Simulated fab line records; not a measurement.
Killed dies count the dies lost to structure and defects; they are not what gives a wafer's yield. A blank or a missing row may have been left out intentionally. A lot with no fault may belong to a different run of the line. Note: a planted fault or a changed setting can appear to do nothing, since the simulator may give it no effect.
8D (eight disciplines) problem report, filled in by code	flow rit cmos	the parts of the form that need people (team, actions taken, sign-off) are left out

== 1. THE PROBLEM ==
Wafers without a fault read 58.0 s with a standard deviation of 2.8, while run length s at RIT_SDANNEAL_CLEAN_01 averages 176.4 s across 3 wafers of 1 lot. That is +42 standard deviations from the usual mean.
The step: cleans in dHF, time 30 s.
First observed at day 6 03:44: wafer L547.3, on wet bench-04. The record holds 39 wafers of 13 lots with a number at this step. The rule behind "out" and "out of limits": a value lying over 4 standard deviations away from the usual mean. The other wafers with a number count as sound.

== 2. WHAT IT IS, WHAT IT ISN'T ==
question	is	is not
which readings at this step	run length s	-
which lots	L547	L532, L533, L534, L535, L538, L541, L542, L543, L551, L552, L553, L554
which wafers of those lots	all that have a number	-
read on which tools	wet bench-04	wet bench-01, wet bench-02
when	from day 6 03:44	up to then (24 sound wafers); but 12 sound wafers of L551, L552, L553, L554 came after

== 3. THE SUSPECTS, EACH WITH WHAT RULES IT OUT ==
Counting: a tool at any process step up to the reading remains a suspect when it ran all the lots that are out and ran no sound lot after the first of those.
- plasma asher-01 at RIT_NWELL_STRIP_09 (strips in O2, time 180 s): ruled out as a lasting fault. After its first lot that is out, L547 (day 5 00:24), sound lots L552, L554 ran on it.
- plasma asher-02 at RIT_GATE_STRIP_20 (strips in O2, time 180 s): ruled out as a lasting fault. After its first lot that is out, L547 (day 5 15:43), sound lots L551, L554 ran on it.
- wet bench-04 at RIT_SDANNEAL_CLEAN_01 (cleans in dHF, time 30 s): kept. It ran the lot that is out, L547 (day 6 03:44), and no sound lot after that; its last sound lot up to then is L543 (day 5 07:58). Out on those wafers are its own readings of run length s.
The count leaves wet bench-04 at RIT_SDANNEAL_CLEAN_01.

== 4. THE CAUSE (what the simulator had put in) ==
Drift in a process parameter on wet bench-04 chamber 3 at RIT_SDANNEAL_CLEAN_01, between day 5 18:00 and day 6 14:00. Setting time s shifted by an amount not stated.
Counting left only this tool.

== 5. THE CHAIN OF EFFECTS, in route order ==
Each row: a reading where the mean over the struck wafers with a number is more than 3 standard deviations away from the usual. Readings are gone through only where the record gives a usual standard deviation; hours: the median, over the lots, of the time from a lot's start at the first step in this table giving one to that lot's start at this step; sigmas: the change measured in usual standard deviations.
hours	step	reading	usual	on struck wafers	change	sigmas
0	RIT_SDANNEAL_CLEAN_01	run length s	58.0 s	176.4	+118.4	+42
Its process steps:
- RIT_SDANNEAL_CLEAN_01: cleans in dHF, time 30 s.

== 6. HOW IT WOULD HAVE BEEN CAUGHT EARLIER ==
In this record the first reading out of limits was taken at day 6 03:44, 10 hours after the fault began at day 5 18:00.
